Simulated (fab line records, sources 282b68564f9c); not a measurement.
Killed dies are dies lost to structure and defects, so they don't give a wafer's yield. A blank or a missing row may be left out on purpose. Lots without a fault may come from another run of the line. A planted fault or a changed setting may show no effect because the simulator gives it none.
fab line records | flow rit_cmos
record lots=7 wafers=21 last_day=6
route steps=202 shown PLDD@122 SPACER@125 NSD@131
lots that met no fault: from a run of the same line without faults
start_h: hours from the record's first day to the start of the lot's first wafer shown | wait_h: hours since the lot's step before | " the same as in the row above | L1.1+2: a row that stands for several wafers | - no value, or no start given | * or withheld: withheld | < > ~ a bound
route shown NAME@n: a module of which the file shows steps, and the number in the route of the first | usual: mean/standard deviation of fault-free wafers | same: alike in all rows | chamber/n: place in a boat | sites: the reading at each site | _std_site: their standard deviation | _edge_site: outer sites' mean less inner sites' | radius_mm: how far each site lies from the wafer's centre | mask NAME#n: copy n | behind: the tool/chamber that last shaped the wafer | hold: why the lot was held/for how many hours/how that ended | device: the transistor (n, p or np) that didn't switch | end of line: the same wafers' tests at the end of the route | a step without rows: its recipe alone | killed: dies lost to structure and defects at the first sort, not the wafer's yield | map: a wafer's dies, x killed, . not, _ none there
set.NAME: the setting as run; set.NAME@STEP: as run at that earlier step | model.NAME: the simulator's own value behind a step, which no gauge read
lots at some steps of the route; a table a step, a row a wafer
services: from which hour (start_h, from the record's first day; less than 0 if before it) a tool's chamber was out of use, for how many hours, and why
## steps
# step RIT_PLDD_IMPLANT_08
# recipe species=BF2 energy_kev=20 dose_cm2=8.841e+14 tilt_deg=7
# step RIT_PLDD_STRIP_09
# recipe chemistry=O2 time_s=180 resist=NOVOLAK platen_temp_c=withheld power_w=500 pressure_mtorr=4000 o2_flow_sccm=4000
# usual drypump_motor_current_A=5.6/0.36
# columns lot.wafer tool chamber start_h wait_h drypump_motor_current_A rf_hours_counter_h
L835.3 plasma_asher-04 0 53.01 0.1 5.4 -
L835.4 " 1 " " 5.0 -
L835.5 " 1 " " 5.1 -
L840.2 plasma_asher-03 1 77.81 0.1 6.0 44
L840.3 " 0 " " 5.5 -
L840.4 " 1 " " 6.0 -
L841.1 plasma_asher-03 1 83.81 0.1 6.0 45
L841.5 " 1 " " 6.1 -
L841.6 " 0 " " 5.5 -
L842.1 plasma_asher-04 1 89.66 0.1 5.0 44
L842.2 " 0 " " 5.4 44
L842.3 " 0 " " 5.4 -
L850.1 plasma_asher-01 1 129.23 0.1 5.2 50
L850.2 " 0 " " 6.3 50
L850.3 " 1 " " 5.2 -
L851.1 plasma_asher-01 0 133.42 0.1 6.2 50
L851.2 " 1 " " 5.2 50
L851.4 " 1 " " 5.2 -
L852.1 plasma_asher-03 0 137.93 0.1 5.5 2
L852.2 " 1 " " 5.9 2
L852.3 " 1 " " 6.0 -
# step RIT_PLDD_TW_MEAS_10
# usual PLDD_TW=2347/12
# columns lot.wafer tool chamber start_h wait_h PLDD_TW
L835.3 film_metro-02 - 53.15 0.1 2323
L835.4 " - " " 2341
L835.5 " - " " 2341
L840.2 film_metro-02 - 78.00 0.1 2352
L840.3 " - " " 2362
L840.4 " - " " 2343
L841.1 film_metro-02 - 83.98 0.1 2359
L841.5 " - " " 2340
L841.6 " - " " 2352
L842.1 film_metro-01 - 89.83 0.1 2353
L842.2 " - " " 2374
L842.3 " - " " 2358
L850.1 film_metro-01 - 129.40 0.1 2342
L850.2 " - " " 2352
L850.3 " - " " 2359
L851.1 film_metro-01 - 133.59 0.1 2350
L851.2 " - " " 2336
L851.4 " - " " 2356
L852.1 film_metro-04 - 138.11 0.1 2350
L852.2 " - " " 2340
L852.3 " - " " 2328
# step RIT_SPACER_CLEAN_00
# recipe chemistry=SC1 mix=3:3:50 time_s=600 temp_c=75
# step RIT_SPACER_CLEAN_01
# recipe chemistry=dHF dilution=50:1 time_s=30
# step RIT_SPACER_CLEAN_02
# recipe chemistry=SC2 mix=3:3:50 time_s=600 temp_c=75 dry=n2_spin
# step RIT_SPACER_CVD_03
# recipe material=Si3N4 target_thk_nm=250 temp_c=810 precursor=SiH2Cl2/NH3 time_s=3300 pressure_mtorr=300 sih2cl2_flow_sccm=60 nh3_flow_sccm=150
# step RIT_SPACER_THK_MEAS_04
# recipe reads=Si3N4_of_SPACER_CVD_03
# usual SPACER_NITRIDE_THK=250.2/2.2
# columns lot.wafer tool chamber start_h wait_h SPACER_NITRIDE_THK[nm]
L835.3 film_metro-02 - 55.49 0.0 249.4
L835.4 " - " " 249.6
L835.5 " - " " 250.2
L840.2 film_metro-04 - 80.46 0.0 250.6
L840.3 " - " " 250.4
L840.4 " - " " 251.5
L841.1 film_metro-03 - 87.28 0.0 251.3
L841.5 " - " " 249.0
L841.6 " - " " 250.8
L842.1 film_metro-02 - 92.24 0.0 247.4
L842.2 " - " " 246.8
L842.3 " - " " 249.3
L850.1 film_metro-02 - 131.74 0.0 253.5
L850.2 " - " " 253.5
L850.3 " - " " 254.2
L851.1 film_metro-03 - 136.92 0.0 255.5
L851.2 " - " " 253.9
L851.4 " - " " 255.9
L852.1 film_metro-03 - 140.45 0.0 252.5
L852.2 " - " " 252.0
L852.3 " - " " 253.5
# step RIT_SPACER_ETCHBACK_05
# recipe target_depth_a=2500 SF6_flow_sccm=30 CHF3_flow_sccm=30 target=Si3N4 chemistry=SF6/CHF3 pressure_mtorr=40 rf_w=250 time_s=243.6 stop_on=SiO2
# usual drypump_motor_current_A=6.0/0.46 oes_product_au=0.845/0.013 throttle_valve_pct=10.24/0.18
# columns lot.wafer tool chamber start_h wait_h drypump_motor_current_A oes_product_au rf_hours_counter_h throttle_valve_pct
L835.3 rie_diel-02 3 55.53 0.0 5.3 0.819 27 10.29
L835.4 " 0 " " 5.6 0.856 20 10.29
L835.5 " 2 " " 6.2 0.863 - 10.44
L840.2 rie_diel-03 0 80.51 0.0 5.8 0.868 30 10.28
L840.3 " 1 " " 5.9 0.831 93 10.32
L840.4 " 2 " " 6.1 0.835 8 10.25
L841.1 rie_diel-03 3 87.34 0.1 6.7 0.857 9 10.55
L841.5 " 0 " " 5.8 0.846 - 10.27
L841.6 " 1 " " 5.9 0.832 - 10.30
L842.1 rie_diel-04 1 92.30 0.1 6.3 0.848 3 10.21
L842.2 " 2 " " 5.7 0.840 96 9.97
L842.3 " 0 " " 6.3 0.835 40 9.93
L850.1 rie_diel-04 1 131.80 0.1 6.3 0.861 4 10.23
L850.2 " 3 " " 5.3 0.869 68 9.99
L850.3 " 2 " " 5.7 0.863 97 9.95
L851.1 rie_diel-03 3 136.98 0.1 6.7 0.858 11 10.52
L851.2 " 2 " " 6.1 0.837 9 10.26
L851.4 " 1 " " 5.9 0.848 95 10.33
L852.1 rie_diel-02 3 140.51 0.1 5.3 0.829 28 10.30
L852.2 " 2 " " 6.3 0.859 100 10.44
L852.3 " 1 " " 6.7 0.840 84 10.29
# step RIT_NSD_HMDS_00
# recipe prime_time_s=60 prime_temp_c=140
# step RIT_NSD_COAT_01
# recipe resist=NOVOLAK spin_rpm=3250 resist_thk_nm=1000
# step RIT_NSD_SOFTBAKE_02
# recipe resist=NOVOLAK temp_c=90 time_s=60
# step RIT_NSD_EXPOSE_03
# recipe mask_id=M9 na=0.57 target_cd_nm=40700 dose_mj=250
# usual exposure_dose_mJ_cm2=250.03/0.24 focus_offset_nm=0.0/0.49
# columns lot.wafer tool chamber start_h wait_h mask exposure_dose_mJ_cm2 focus_offset_nm
L835.3 iline_stepper-02 0 56.33 0.2 M9#0 250.04 0.0
L835.4 " 0 " " M9#0 250.20 -0.3
L835.5 " 0 " " M9#0 249.89 1.0
L840.2 iline_stepper-01 - 81.25 0.2 M9#0 - -
L840.3 " - " " M9#0 - -
L840.4 " - " " M9#0 - -
L841.1 iline_stepper-02 - 88.07 0.2 M9#0 - -
L841.5 " - " " M9#0 - -
L841.6 " - " " M9#0 - -
L842.1 iline_stepper-02 - 92.90 0.1 M9#0 - -
L842.2 " - " " M9#0 - -
L842.3 " - " " M9#0 - -
L850.1 iline_stepper-01 0 132.40 0.1 M9#0 250.00 0.1
L850.2 " 0 " " M9#0 249.88 0.2
L850.3 " 0 " " M9#0 250.44 -0.9
L851.1 iline_stepper-02 0 137.71 0.2 M9#0 249.89 0.2
L851.2 " 0 " " M9#0 249.99 0.0
L851.4 " 0 " " M9#0 250.02 0.0
L852.1 iline_stepper-02 0 141.11 0.1 M9#0 250.10 -0.2
L852.2 " 0 " " M9#0 249.86 -0.9
L852.3 " 0 " " M9#0 249.94 -1.4
# step RIT_NSD_PEB_04
# recipe resist=NOVOLAK temp_c=withheld time_s=withheld
## services
# columns tool chamber start_h hours kind
rie_diel-03 2 44.80 6.3 repair
rie_diel-02 1 57.73 4.4 repair
rie_diel-04 0 72.50 7.0 repair
iline_stepper-01 - 75.45 5.2 repair
iline_stepper-02 0 76.45 - calibration
rie_diel-03 2 85.79 8.8 repair
plasma_asher-01 - 102.22 7.6 repair
plasma_asher-03 - 108.75 9.0 pm
plasma_asher-03 0 108.75 9.0 vent_cycle
plasma_asher-03 1 108.75 9.0 vent_cycle
plasma_asher-03 0 117.75 - clean
plasma_asher-03 1 117.75 - clean
rie_diel-02 1 120.70 6.3 repair
iline_stepper-01 0 140.42 - calibration
## key
first_sign step=RIT_NSD_EXPOSE_03 reading=tool_record direction=missing
effect none on later readings
met_at RIT_NSD_EXPOSE_03
struck_wafers L840.2,L840.3,L840.4,L841.1,L841.5,L841.6,L842.1,L842.2,L842.3
sort_left_out L840.2,L840.3,L840.4,L841.1,L841.5,L841.6,L842.1,L842.2,L842.3
tester_left_out L840,L841,L842
onset_between 56.33 81.25
fault kind=skipped_step_whole tool=iline_stepper-01,iline_stepper-02 chamber=- onset_h=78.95 steps=RIT_NSD_EXPOSE_03 scope=struck_lots_only
# tester_left_out: of these lots the tester's yield and bins aren't shown, on N5 and GAA mostly nor the transistor test; their killed dies are dies lost to structure and defects alone, not to doping, threshold or leakage, so they don't give the yield
# sort_left_out: the simulated sort isn't trusted on such a fault, so these wafers' sort isn't shown, and their yield isn't known
